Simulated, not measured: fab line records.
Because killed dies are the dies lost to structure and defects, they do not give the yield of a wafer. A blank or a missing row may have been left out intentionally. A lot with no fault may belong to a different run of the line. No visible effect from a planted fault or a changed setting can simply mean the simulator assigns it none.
fab line records ; flow rit_cmos
[record] lots = 14; wafers = 42; last_day = 8
route steps=202 shown ACTIVE@12 NWELL@34 NLDD@112 SPACER@128
lots with no fault: from the same line, run without faults
start_h: hours from the record's opening day to when the first of the lot's shown wafers began ; wait_h: hours from the lot's prior step to this one ; " as in the row above ; L1.1+2: several wafers, shown together as one row ; - no value, or no start was given ; * or withheld: withheld ; < > ~ a bound
route shown NAME@n: NAME is a module with steps in the file, n the number in the route of the first one ; usual: average and standard deviation across the fault-free wafers ; same: alike in all rows ; chamber/n: place in a boat ; sites: the reading at each site ; _std_site: standard deviation of those values ; _edge_site: inner sites' mean taken away from outer sites' mean ; radius_mm: for every site, how far away it sits from the centre of the wafer ; mask NAME#n: copy n ; behind: the last tool/chamber to shape the wafer ; hold: reason for holding the lot/hours on hold/outcome of the hold ; device: the n, p or np transistor that did not switch ; end of line: the same wafers' tests at the end of the route ; a step given without rows: its recipe and nothing more ; killed: not the wafer's yield, but the dies lost to structure and defects at the first sort ; map: dies across one wafer; x = killed, . = not, _ = none there
set.NAME: the setting that was run; set.NAME@STEP: the one run at that earlier step ; model.NAME: the simulator's own value behind a step, which no gauge read
steps of the route over a sample of lots; a table a step, a row a wafer
services: a tool's chamber out of use, with start hour (start_h, from the record's first day; less than 0 if before it), hours out, and reason
[[steps]]
[step RIT_ACTIVE_CD_MEAS_11]
[recipe] target_cd_nm = 1400
[usual] cd_nm = 1398.4/2.2
lot.wafer;tool;chamber;start_h;wait_h;cd_nm
L190.2;cd_sem-02;-;25.19;-;1397.7
L190.3;cd_sem-02;-;25.19;-;1398.5
L190.5;cd_sem-02;-;25.19;-;1398.3
L191.2;cd_sem-02;-;30.63;-;1399.7
L191.4;cd_sem-02;-;30.63;-;1394.8
L191.6;cd_sem-02;-;30.63;-;1394.6
L192.3;cd_sem-02;-;35.88;-;1397.2
L192.4;cd_sem-02;-;35.88;-;1395.4
L192.5;cd_sem-02;-;35.88;-;1397.9
L193.2;cd_sem-01;-;40.07;-;1404.4
L193.4;cd_sem-01;-;40.07;-;1406.1
L193.5;cd_sem-01;-;40.07;-;1404.2
L194.1;cd_sem-01;-;45.31;-;1398.9
L194.4;cd_sem-01;-;45.31;-;1398.2
L194.5;cd_sem-01;-;45.31;-;1397.5
L195.1;cd_sem-01;-;50.15;-;1395.6
L195.2;cd_sem-01;-;50.15;-;1395.8
L195.6;cd_sem-01;-;50.15;-;1396.1
L197.1;cd_sem-02;-;61.50;-;1395.9
L197.3;cd_sem-02;-;61.50;-;1397.6
L197.4;cd_sem-02;-;61.50;-;1399.0
L199.1;cd_sem-01;-;69.44;-;1395.9
L199.3;cd_sem-01;-;69.44;-;1396.8
L199.5;cd_sem-01;-;69.44;-;1399.1
L205.3;cd_sem-02;-;99.64;-;1398.5
L205.5;cd_sem-02;-;99.64;-;1399.7
L205.6;cd_sem-02;-;99.64;-;1399.0
L206.1;cd_sem-01;-;106.02;-;1397.3
L206.2;cd_sem-01;-;106.02;-;1397.9
L206.5;cd_sem-01;-;106.02;-;1396.0
L208.2;cd_sem-02;-;116.83;-;1398.6
L208.3;cd_sem-02;-;116.83;-;1397.9
L208.4;cd_sem-02;-;116.83;-;1399.2
L209.2;cd_sem-01;-;122.90;-;1396.5
L209.5;cd_sem-01;-;122.90;-;1396.6
L209.6;cd_sem-01;-;122.90;-;1396.0
L210.2;cd_sem-02;-;125.53;-;1396.1
L210.4;cd_sem-02;-;125.53;-;1396.2
L210.6;cd_sem-02;-;125.53;-;1397.1
L211.1;cd_sem-01;-;129.56;-;1399.7
L211.4;cd_sem-01;-;129.56;-;1400.8
L211.6;cd_sem-01;-;129.56;-;1400.6
[step RIT_NWELL_OVL_MEAS_06]
[usual] NWELL_OVL = 0.8/1.4
lot.wafer;tool;chamber;start_h;wait_h;NWELL_OVL[nm]
L190.2;overlay-02;-;31.66;-;2.3
L190.3;overlay-02;-;31.66;-;2.0
L190.5;overlay-02;-;31.66;-;0.8
L191.2;overlay-02;-;39.17;-;-0.7
L191.4;overlay-02;-;39.17;-;-1.3
L191.6;overlay-02;-;39.17;-;-0.7
L192.3;overlay-01;-;43.07;-;-1.1
L192.4;overlay-01;-;43.07;-;-0.3
L192.5;overlay-01;-;43.07;-;-0.3
L193.2;overlay-01;-;45.90;-;0.6
L193.4;overlay-01;-;45.90;-;-1.2
L193.5;overlay-01;-;45.90;-;0.3
L194.1;overlay-02;-;51.37;-;1.2
L194.4;overlay-02;-;51.37;-;2.4
L194.5;overlay-02;-;51.37;-;2.3
L195.1;overlay-02;-;58.66;-;-0.4
L195.2;overlay-02;-;58.66;-;1.9
L195.6;overlay-02;-;58.66;-;1.1
L197.1;overlay-02;-;67.32;-;2.3
L197.3;overlay-02;-;67.32;-;2.8
L197.4;overlay-02;-;67.32;-;2.9
L199.1;overlay-01;-;78.68;-;1.7
L199.3;overlay-01;-;78.68;-;3.1
L199.5;overlay-01;-;78.68;-;1.3
L205.3;overlay-02;-;107.29;-;-0.3
L205.5;overlay-02;-;107.29;-;-0.8
L205.6;overlay-02;-;107.29;-;-0.4
L206.1;overlay-02;-;112.61;-;1.2
L206.2;overlay-02;-;112.61;-;1.6
L206.5;overlay-02;-;112.61;-;1.0
L208.2;overlay-02;-;126.28;-;0.0
L208.3;overlay-02;-;126.28;-;0.6
L208.4;overlay-02;-;126.28;-;0.8
L209.2;overlay-02;-;128.66;-;1.0
L209.5;overlay-02;-;128.66;-;-3.1
L209.6;overlay-02;-;128.66;-;-0.1
L210.2;overlay-02;-;132.59;-;3.6
L210.4;overlay-02;-;132.59;-;-0.3
L210.6;overlay-02;-;132.59;-;2.7
L211.1;overlay-01;-;136.68;-;1.1
L211.4;overlay-01;-;136.68;-;1.4
L211.6;overlay-01;-;136.68;-;0.1
[step RIT_NLDD_STRIP_09]
[recipe] chemistry = O2; time_s = 180; resist = NOVOLAK; platen_temp_c = withheld; power_w = 500; pressure_mtorr = 4000; o2_flow_sccm = 4000
[usual] drypump_motor_current_A = 5.6/0.5
[same] time_s = 180
lot.wafer;tool;chamber;start_h;wait_h;drypump_motor_current_A;rf_hours_counter_h
L190.2;plasma_asher-02;1;55.56;0.1;5.1;26
L190.3;plasma_asher-02;0;55.56;0.1;6.4;-
L190.5;plasma_asher-02;1;55.56;0.1;5.1;-
L191.2;plasma_asher-03;0;63.17;0.1;6.1;42
L191.4;plasma_asher-03;0;63.17;0.1;6.1;-
L191.6;plasma_asher-03;0;63.17;0.1;6.1;-
L192.3;plasma_asher-02;0;71.03;0.1;6.5;-
L192.4;plasma_asher-02;1;71.03;0.1;5.1;-
L192.5;plasma_asher-02;0;71.03;0.1;6.5;-
L193.2;plasma_asher-03;1;71.22;0.1;5.7;43
L193.4;plasma_asher-03;0;71.22;0.1;6.0;-
L193.5;plasma_asher-03;1;71.22;0.1;5.6;-
L194.1;plasma_asher-01;1;74.39;0.1;5.2;42
L194.4;plasma_asher-01;0;74.39;0.1;5.1;-
L194.5;plasma_asher-01;1;74.39;0.1;5.2;-
L195.1;plasma_asher-01;0;82.81;0.1;5.1;43
L195.2;plasma_asher-01;1;82.81;0.1;5.2;43
L195.6;plasma_asher-01;0;82.81;0.1;5.1;-
L197.1;plasma_asher-02;0;92.04;0.1;6.5;31
L197.3;plasma_asher-02;1;92.04;0.1;5.1;-
L197.4;plasma_asher-02;0;92.04;0.1;6.5;-
L199.1;plasma_asher-03;1;102.00;0.1;5.6;46
L199.3;plasma_asher-03;1;102.00;0.1;5.6;-
L199.5;plasma_asher-03;0;102.00;0.1;6.0;-
L205.3;plasma_asher-02;0;132.37;0.1;6.5;-
L205.5;plasma_asher-02;0;132.37;0.1;6.5;-
L205.6;plasma_asher-02;1;132.37;0.1;5.1;-
L206.1;plasma_asher-03;0;139.68;0.1;6.1;51
L206.2;plasma_asher-03;1;139.68;0.1;5.6;51
L206.5;plasma_asher-03;0;139.68;0.1;6.0;-
L208.2;plasma_asher-01;1;161.88;0.1;5.2;50
L208.3;plasma_asher-01;1;161.88;0.1;5.2;-
L208.4;plasma_asher-01;0;161.88;0.1;5.1;-
L209.2;plasma_asher-03;0;161.97;0.1;6.1;52
L209.5;plasma_asher-03;0;161.97;0.1;6.0;-
L209.6;plasma_asher-03;1;161.97;0.1;5.7;-
L210.2;plasma_asher-02;1;162.26;0.1;5.1;37
L210.4;plasma_asher-02;0;162.26;0.1;6.5;-
L210.6;plasma_asher-02;1;162.26;0.1;5.1;-
L211.1;plasma_asher-02;0;172.49;0.1;6.5;38
L211.4;plasma_asher-02;1;172.49;0.1;5.1;-
L211.6;plasma_asher-02;1;172.49;0.1;5.1;-
[step RIT_SPACER_CVD_03]
[recipe] material = Si3N4; target_thk_nm = 250; temp_c = 810; precursor = SiH2Cl2/NH3; time_s = 3300; pressure_mtorr = 300; sih2cl2_flow_sccm = 60; nh3_flow_sccm = 150
[usual] susceptor_temp_C = 810.0/0.38
lot.wafer;tool;chamber;start_h;wait_h;susceptor_temp_C
L190.2;lpcvd-01;1;60.47;2.8;810.4
L190.3;lpcvd-01;1;60.47;2.8;810.2
L190.5;lpcvd-01;1;60.47;2.8;810.7
L191.2;lpcvd-02;1;66.16;0.7;810.2
L191.4;lpcvd-02;1;66.16;0.7;810.1
L191.6;lpcvd-02;1;66.16;0.7;810.7
L192.3;lpcvd-02;1;73.16;0.0;809.8
L192.4;lpcvd-02;1;73.16;0.0;809.7
L192.5;lpcvd-02;1;73.16;0.0;810.1
L193.2;lpcvd-01;0;74.33;0.9;810.2
L193.4;lpcvd-01;0;74.33;0.9;809.9
L193.5;lpcvd-01;0;74.33;0.9;810.1
L194.1;lpcvd-02;0;76.69;0.1;810.5
L194.4;lpcvd-02;0;76.69;0.1;810.4
L194.5;lpcvd-02;0;76.69;0.1;810.5
L195.1;lpcvd-02;1;84.97;0.1;809.6
L195.2;lpcvd-02;1;84.97;0.1;809.9
L195.6;lpcvd-02;1;84.97;0.1;809.5
L197.1;lpcvd-02;1;94.18;0.1;809.8
L197.3;lpcvd-02;1;94.18;0.1;809.9
L197.4;lpcvd-02;1;94.18;0.1;809.9
L199.1;lpcvd-02;1;105.11;1.1;810.0
L199.3;lpcvd-02;1;105.11;1.1;809.5
L199.5;lpcvd-02;1;105.11;1.1;810.3
L205.3;lpcvd-01;1;134.36;0.0;809.0
L205.5;lpcvd-01;1;134.36;0.0;810.2
L205.6;lpcvd-01;1;134.36;0.0;809.7
L206.1;lpcvd-01;0;141.85;0.0;810.2
L206.2;lpcvd-01;0;141.85;0.0;809.6
L206.5;lpcvd-01;0;141.85;0.0;809.8
L208.2;lpcvd-01;1;163.97;0.0;810.4
L208.3;lpcvd-01;1;163.97;0.0;810.4
L208.4;lpcvd-01;1;163.97;0.0;810.8
L209.2;lpcvd-02;0;164.26;0.0;810.2
L209.5;lpcvd-02;0;164.26;0.0;809.2
L209.6;lpcvd-02;0;164.26;0.0;809.4
L210.2;lpcvd-01;0;165.89;1.3;810.0
L210.4;lpcvd-01;0;165.89;1.3;810.5
L210.6;lpcvd-01;0;165.89;1.3;810.2
L211.1;lpcvd-02;0;174.51;0.0;810.5
L211.4;lpcvd-02;0;174.51;0.0;810.6
L211.6;lpcvd-02;0;174.51;0.0;810.4
[step RIT_SPACER_THK_MEAS_04]
[recipe] reads = Si3N4_of_SPACER_CVD_03
[usual] SPACER_NITRIDE_THK = 250.3/2.8
lot.wafer;tool;chamber;start_h;wait_h;SPACER_NITRIDE_THK[nm]
L190.2;film_metro-01;-;62.39;0.0;247.9
L190.3;film_metro-01;-;62.39;0.0;247.5
L190.5;film_metro-01;-;62.39;0.0;247.6
L191.2;film_metro-04;-;69.05;0.0;248.1
L191.4;film_metro-04;-;69.05;0.0;249.6
L191.6;film_metro-04;-;69.05;0.0;249.6
L192.3;film_metro-04;-;75.09;0.0;250.9
L192.4;film_metro-04;-;75.09;0.0;248.4
L192.5;film_metro-04;-;75.09;0.0;248.1
L193.2;film_metro-02;-;76.25;0.0;249.0
L193.4;film_metro-02;-;76.25;0.0;250.0
L193.5;film_metro-02;-;76.25;0.0;250.1
L194.1;film_metro-04;-;78.61;0.0;253.8
L194.4;film_metro-04;-;78.61;0.0;251.1
L194.5;film_metro-04;-;78.61;0.0;250.6
L195.1;film_metro-01;-;87.85;0.0;249.6
L195.2;film_metro-01;-;87.85;0.0;249.5
L195.6;film_metro-01;-;87.85;0.0;248.7
L197.1;film_metro-02;-;96.09;0.0;133.1
L197.3;film_metro-02;-;96.09;0.0;131.2
L197.4;film_metro-02;-;96.09;0.0;133.8
L199.1;film_metro-04;-;107.03;0.0;131.4
L199.3;film_metro-04;-;107.03;0.0;131.1
L199.5;film_metro-04;-;107.03;0.0;129.9
L205.3;film_metro-02;-;136.30;0.0;250.8
L205.5;film_metro-02;-;136.30;0.0;251.8
L205.6;film_metro-02;-;136.30;0.0;251.7
L206.1;film_metro-04;-;143.76;0.0;255.5
L206.2;film_metro-04;-;143.76;0.0;254.7
L206.5;film_metro-04;-;143.76;0.0;255.6
L208.2;film_metro-04;-;165.90;0.0;255.4
L208.3;film_metro-04;-;165.90;0.0;255.4
L208.4;film_metro-04;-;165.90;0.0;257.0
L209.2;film_metro-02;-;166.18;0.0;249.9
L209.5;film_metro-02;-;166.18;0.0;246.8
L209.6;film_metro-02;-;166.18;0.0;248.1
L210.2;film_metro-04;-;167.81;0.0;257.1
L210.4;film_metro-04;-;167.81;0.0;254.9
L210.6;film_metro-04;-;167.81;0.0;256.5
L211.1;film_metro-04;-;176.43;0.0;249.7
L211.4;film_metro-04;-;176.43;0.0;251.5
L211.6;film_metro-04;-;176.43;0.0;250.2
[step RIT_SPACER_ETCHBACK_05]
[recipe] target_depth_a = 2500; SF6_flow_sccm = 30; CHF3_flow_sccm = 30; target = Si3N4; chemistry = SF6/CHF3; pressure_mtorr = 40; rf_w = 250; time_s = 240; stop_on = SiO2
[usual] drypump_motor_current_A = 5.68/0.29; oes_product_au = 0.847/0.014; throttle_valve_pct = 10.30/0.23
[same] time_s = 240
lot.wafer;tool;chamber;start_h;wait_h;drypump_motor_current_A;oes_product_au;rf_hours_counter_h;throttle_valve_pct
L190.2;rie_diel-01;0;62.44;0.0;5.28;0.867;4;10.11
L190.3;rie_diel-01;1;62.44;0.0;5.52;0.824;44;10.49
L190.5;rie_diel-01;0;62.44;0.0;5.25;0.865;-;10.11
L191.2;rie_diel-01;2;69.10;0.0;5.82;0.830;114;10.32
L191.4;rie_diel-01;1;69.10;0.0;5.57;0.828;44;10.51
L191.6;rie_diel-01;0;69.10;0.0;5.25;0.865;-;10.10
L192.3;rie_diel-02;1;75.13;0.0;6.00;0.876;38;10.37
L192.4;rie_diel-02;3;75.13;0.0;5.52;0.831;79;10.22
L192.5;rie_diel-02;0;75.13;0.0;5.83;0.847;-;10.30
L193.2;rie_diel-04;0;76.30;0.0;5.78;0.836;47;10.61
L193.4;rie_diel-04;2;76.30;0.0;6.08;0.844;91;10.02
L193.5;rie_diel-04;3;76.30;0.0;5.31;0.836;-;10.01
L194.1;rie_diel-02;1;78.67;0.1;6.03;0.884;38;10.38
L194.4;rie_diel-02;3;78.67;0.1;5.50;0.837;79;10.23
L194.5;rie_diel-02;3;78.67;0.1;5.50;0.836;-;10.23
L195.1;rie_diel-01;0;87.91;0.1;5.28;0.871;4;10.11
L195.2;rie_diel-01;1;87.91;0.1;5.48;0.840;44;10.50
L195.6;rie_diel-01;0;87.91;0.1;5.22;0.863;-;10.10
L197.1;rie_diel-01;2;96.15;0.1;5.84;0.557;114;10.23
L197.3;rie_diel-01;3;96.15;0.1;5.37;0.543;9;10.24
L197.4;rie_diel-01;1;96.15;0.1;5.53;0.554;45;10.40
L199.1;rie_diel-02;1;107.09;0.1;6.02;0.573;38;10.28
L199.3;rie_diel-02;2;107.09;0.1;5.32;0.561;10;10.09
L199.5;rie_diel-02;0;107.09;0.1;5.83;0.554;-;10.21
L205.3;rie_diel-04;1;136.34;0.0;6.05;0.850;44;10.66
L205.5;rie_diel-04;2;136.34;0.0;6.01;0.848;-;10.00
L205.6;rie_diel-04;3;136.34;0.0;5.30;0.841;-;10.01
L206.1;rie_diel-01;1;143.82;0.1;5.53;0.848;45;10.51
L206.2;rie_diel-01;0;143.82;0.1;5.24;0.878;5;10.10
L206.5;rie_diel-01;2;143.82;0.1;5.77;0.857;-;10.34
L208.2;rie_diel-04;2;165.95;0.0;6.03;0.854;93;10.00
L208.3;rie_diel-04;3;165.95;0.0;5.33;0.857;44;10.02
L208.4;rie_diel-04;0;165.95;0.0;5.77;0.872;49;10.62
L209.2;rie_diel-01;0;166.23;0.0;5.27;0.871;6;10.11
L209.5;rie_diel-01;2;166.23;0.0;5.79;0.824;-;10.32
L209.6;rie_diel-01;3;166.23;0.0;5.40;0.824;-;10.33
L210.2;rie_diel-04;3;167.86;0.0;5.32;0.858;44;10.03
L210.4;rie_diel-04;0;167.86;0.0;5.75;0.856;49;10.60
L210.6;rie_diel-04;2;167.86;0.0;6.01;0.856;-;10.00
L211.1;rie_diel-04;0;176.49;0.1;5.75;0.843;49;10.58
L211.4;rie_diel-04;2;176.49;0.1;6.02;0.843;93;9.99
L211.6;rie_diel-04;0;176.49;0.1;5.74;0.839;-;10.61
[[services]]
tool;chamber;start_h;hours;kind
rie_diel-02;3;46.14;5.7;repair
rie_diel-02;1;50.24;1.8;repair
lpcvd-02;-;51.56;14.6;pm
plasma_asher-01;-;74.82;4.1;repair
rie_diel-02;2;88.63;11.1;repair
rie_diel-04;-;92.32;0.2;repair
rie_diel-02;3;104.91;3.5;repair
plasma_asher-02;-;114.45;7.6;repair
rie_diel-02;0;138.19;7.3;repair
rie_diel-04;3;145.72;3.2;repair
[[key]]
[first_sign] step = RIT_SPACER_THK_MEAS_04; reading = SPACER_NITRIDE_THK; direction = down; sigmas = 43; usual = 250.3; struck = 131.7
[effect] step = RIT_SPACER_ETCHBACK_05; reading = oes_product_au; direction = down; sigmas = 21; usual = 0.847; struck = 0.557
met_at RIT_SPACER_CVD_03
struck_lots L197,L199
sort_left_out L197.1,L197.3,L197.4,L199.1,L199.3,L199.5
tester_left_out L197,L199
not_acting_at RIT_ACTIVE_CD_MEAS_11,RIT_NWELL_OVL_MEAS_06,RIT_NLDD_STRIP_09
onset_between 84.97 94.18
[fault] kind = process_parameter_drift; tool = lpcvd-02; chamber = -; onset_h = 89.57; steps = RIT_SPACER_CVD_03; channel = target_thk_nm; offset = -116.26; shape = step; end_h = 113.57; acts_in = these_recipes_only; stated = 250
// tester_left_out: of these lots the tester's yield and bins aren't shown, on N5 and GAA mostly nor the transistor test; their killed dies are dies lost to structure and defects alone, not to doping, threshold or leakage, so they don't give the yield
// sort_left_out: the simulated sort isn't trusted on such a fault, so these wafers' sort isn't shown, and their yield isn't known
